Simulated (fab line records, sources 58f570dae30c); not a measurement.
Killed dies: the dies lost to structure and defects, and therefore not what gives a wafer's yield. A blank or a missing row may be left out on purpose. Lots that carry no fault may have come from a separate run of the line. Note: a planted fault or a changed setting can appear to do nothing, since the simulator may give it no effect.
A struck lot beside a sound one :: flow berkeley cmos170 :: 17 steps out of a route of 331
Sound: wafers L652.1, L652.3, L652.5. Wafers struck: L650.1, L650.3, L650.6. Last of all comes the cause.
For every step that has rows: the tool of each side, followed by ch and its chambers, followed by its first start. Under that, the readings that differ: sound wafers :: struck wafers :: difference of the means :: sigmas: that difference in standard deviations of wafers without a fault.
alike: same words and numbers on both sides, and readings whose means sit less than 2 such deviations apart. not compared: any withheld reading, any reading some wafer has no value for, any bound like >300 that may hide the same value, and any number with overlapping values for which the record gives no deviation.
Wherever a step has rows on one side only, a row that says differs or no value, or a row with sigmas, the two part there. When numbers do not overlap yet have no deviation, they are printed without sigmas and do not part them. A reading missing from all wafers of one side parts the sides only when that side holds two or more wafers.

first, 5 steps without rows for these wafers: UCB170_NLDD_COAT_01 (resist thk 900 nm); UCB170_NLDD_SOFTBAKE_02 (time 60 s); UCB170_NLDD_EXPOSE_03 (exposes mask NSELECT, target cd 1200 nm); UCB170_NLDD_PEB_04; UCB170_NLDD_DEVELOP_05 (develop time 45 s).
UCB170_NLDD_CD_MEAS_06: target cd 1200 nm.
  struck on cd sem-02, day 6 21:29; sound on cd sem-02, day 6 21:15
  alike: cd nm
UCB170_NLDD_OVL_MEAS_07:
  struck on overlay-02, day 6 21:37; sound on overlay-01, day 6 21:22
reading: NLDD_OVL (nm)
sound: -12 -10 -13
struck: 1 3 2
difference: +14
sigmas: +2
then, 2 steps without rows for these wafers: UCB170_NLDD_IMPLANT_08; UCB170_NLDD_IMPLANT_09.
UCB170_NLDD_STRIP_10: strips in O2.
  sound on plasma asher-04 ch 0,1, day 6 21:43; struck on plasma asher-01 ch 0,1, day 6 21:56
reading: strip time to endpoint s (s)
sound: 21.49 21.45 21.51
struck: 21.55 21.66 21.71
difference: +0.16
sigmas: +2
  alike: drypump motor current A, oes product au
  not compared: rf hours counter h
UCB170_NLDD_TW_MEAS_11:
  struck on film metro-02, day 6 22:02; sound on film metro-03, day 6 21:49
  alike: NLDD_TW
then, 1 step without rows for these wafers: UCB170_NLDD_CLEAN_12 (cleans in SPM, time 600 s).
UCB170_SPACER_CVD_00: deposits SiO2 from TEOS/O2, target thk 376 nm, time 47 s.
  sound on pecvd-03 ch 1,2, day 6 22:26; struck on pecvd-04 ch 0,1,2, day 6 22:47
reading: model.SiO2_of_SPACER_CVD_00.thk nm (nm)
sound: 375.9 373 374.4
struck: 414.7 415 425.2
difference: +43.9
sigmas: 
  alike: heater power w
UCB170_SPACER_THK_MEAS_01:
  struck on film metro-03, day 6 22:50; sound on film metro-04, day 6 22:28
reading: SPACER_TEOS_THK (nm)
sound: 376 373 375
struck: 415 415 426
difference: +44
sigmas: +9
then, 1 step without rows for these wafers: UCB170_SPACER_ANNEAL_02 (time 1800 s).
UCB170_SPACER_ETCHBACK_03: etches SiO2 in CHF3/CF4/Ar, stops on Si, target depth 376 nm, time 100 s.
  sound on rie diel-03 ch 0,3, day 7 01:12; struck on rie diel-02 ch 1,2, day 7 01:17
reading: oes product au (a.u.)
sound: 0.909 0.898 0.905
struck: 0.942 0.936 0.947
difference: +0.038
sigmas: +2

reading: model.etch.depth nm (nm)
sound: 375.9 373 374.4
struck: 414.7 415 425.2
difference: +43.9
sigmas: 
  alike: cf4 flow sccm, drypump motor current A, throttle valve pct
  not compared: rf hours counter h
then, 1 step without rows for these wafers: UCB170_PSD_HMDS_00 (prime time 60 s).

WHERE THEY PART
First at UCB170_NLDD_OVL_MEAS_07; last, within this record, at UCB170_SPACER_ETCHBACK_03.

WHY: what the simulator had put in
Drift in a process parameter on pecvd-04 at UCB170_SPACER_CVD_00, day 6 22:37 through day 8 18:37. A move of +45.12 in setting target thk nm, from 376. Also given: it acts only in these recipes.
